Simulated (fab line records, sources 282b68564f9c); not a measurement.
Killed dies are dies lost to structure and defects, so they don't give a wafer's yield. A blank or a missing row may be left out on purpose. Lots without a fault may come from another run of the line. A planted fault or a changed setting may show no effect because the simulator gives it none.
A struck lot beside a sound one | flow rit_cmos | 26 steps out of a route of 202
Sound: wafers L911.2, L911.4, L911.6. Struck: wafers L914.1, L914.5, L914.6. The cause comes at the end.
At each step with rows: each side's tool, then ch and its chambers, then its first start. Under that, the readings that differ: sound wafers | struck wafers | difference of the means | sigmas: that difference in standard deviations of wafers without a fault.
alike: readings whose means differ by less than 2 such deviations, and words and numbers that are the same on both sides. not compared: withheld readings, readings that some wafer has no value for, bounds like >300 that may hide the same value, and numbers for which the record gives no deviation and whose values overlap.
The two part at a step that has a row with sigmas, a row that says differs or no value, or rows on one side only. Numbers that don't overlap but have no deviation are shown without sigmas and don't part them. A reading that every wafer of one side lacks parts them only if that side has two wafers or more.

first, 1 step without rows for these wafers: RIT_PRETRO_IMPLANT_08.
RIT_PRETRO_STRIP_09: strips in O2, time 180 s.
  sound on plasma_asher-01 ch 0,1, day 4 21:12; struck on plasma_asher-04 ch 0,1, day 5 14:06
  alike: drypump_motor_current_A
  not compared: rf_hours_counter_h
RIT_PRETRO_TW_MEAS_10:
  sound on film_metro-01, day 4 21:23; struck on film_metro-01, day 5 14:16
  alike: PRETRO_TW
then, 5 steps without rows for these wafers: RIT_GATE_WET_ETCH_00 (etches SiO2 in BOE, target depth 56 nm, time 60 s); RIT_GATE_CLEAN_01 (cleans in SC1, time 600 s); RIT_GATE_CLEAN_02 (cleans in dHF, time 30 s); RIT_GATE_CLEAN_03 (cleans in SC2, time 600 s); RIT_GATE_CLEAN_04 (cleans in dHF, time 60 s).
RIT_FOX2_THK_MEAS_91:
  sound on film_metro-03, day 4 21:52; struck on film_metro-01, day 5 14:46
  alike: FIELD_OXIDE_LEFT_2_THK
then, 2 steps without rows for these wafers: RIT_GATE_OXIDATION_05 (target thk 3 nm, ox time 270 s); RIT_GATE_ANNEAL_06 (time 600 s).
RIT_GATE_THK_MEAS_07:
  sound on film_metro-01, day 5 02:29; struck on film_metro-03, day 5 18:30
  alike: GATE_OXIDE_THK
RIT_GATE_CVD_08: deposits poly-Si from SiH4, target thk 250 nm, time 2220 s.
  sound on lpcvd-01 ch 0, day 5 02:43; struck on lpcvd-01 ch 0, day 5 18:34
  reading                                  | sound           | struck            | difference | sigmas
  model.poly-Si_of_GATE_CVD_08.thk_nm (nm) | 251.8 252.5 253 | 335.3 335.8 333.6 | +82.5      |
  alike: zone_power_centre_pct
RIT_GATE_THK_MEAS_09:
  sound on film_metro-03, day 5 04:20; struck on film_metro-04, day 5 20:11
  reading            | sound             | struck            | difference | sigmas
  GATE_POLY_THK (nm) | 251.7 252.6 253.0 | 335.4 336.1 333.4 | +82.5      | +38
then, 6 steps without rows for these wafers: RIT_GATE_HMDS_10 (prime time 60 s); RIT_GATE_COAT_11 (resist thk 850 nm); RIT_GATE_SOFTBAKE_12 (time 60 s); RIT_GATE_EXPOSE_13 (exposes mask M6, target cd 150 nm); RIT_GATE_PEB_14; RIT_GATE_DEVELOP_15 (develop time 50 s).
RIT_GATE_CD_MEAS_16: target cd 150 nm.
  sound on cd_sem-01, day 5 05:15; struck on cd_sem-01, day 5 21:19
  alike: cd_nm
RIT_GATE_OVL_MEAS_17:
  sound on overlay-01, day 5 05:22; struck on overlay-02, day 5 21:26
  alike: GATE_OVL
then, 1 step without rows for these wafers: RIT_GATE_HARDBAKE_18 (time 60 s).
RIT_GATE_ETCH_19: etches poly-Si in SF6/CHF3/O2, stops on SiO2, time 165 s, target depth 312.5 nm.
  sound on rie_si-01 ch 0,1,2, day 5 05:32; struck on rie_si-02 ch 1,2, day 5 21:37
  reading                          | sound             | struck            | difference | sigmas
  oes_product_au (a.u.)            | 0.850 0.847 0.864 | 1.018 1.021 0.996 | +0.158     | +16
  model.GATE.feature_depth_nm (nm) | 251.8 252.5 253   | 323 325.1 311.7   | +68        |
  model.etch.depth_nm (nm)         | 251.8 252.5 253   | 323 325.1 311.7   | +68        |
  alike: drypump_motor_current_A, he_backside_leak_sccm, throttle_valve_pct
  not compared: rf_hours_counter_h
RIT_GATE_STRIP_20: strips in O2, time 180 s.
  sound on plasma_asher-03 ch 0,1, day 5 05:39; struck on plasma_asher-03 ch 0,1, day 5 21:44
  alike: drypump_motor_current_A
  not compared: rf_hours_counter_h
RIT_M1_PROBE_99:
  sound on prober-02, day 6 02:22; struck on prober-01, day 6 17:17
  reading             | sound | struck      | difference | sigmas
  killed_at_front_end | 9 2 8 | 251 243 260 | +245       | +79
  killed_dies         | 9 3 8 | 252 243 260 | +245       | +79
  killed_on_rim       | 1 1 2 | 70 69 70    | +68        | +46
  alike: killed_at_contacts, killed_open, killed_short

WHERE THEY PART
First at RIT_GATE_THK_MEAS_09; last, within this record, at RIT_M1_PROBE_99.

WHY: what the simulator had put in
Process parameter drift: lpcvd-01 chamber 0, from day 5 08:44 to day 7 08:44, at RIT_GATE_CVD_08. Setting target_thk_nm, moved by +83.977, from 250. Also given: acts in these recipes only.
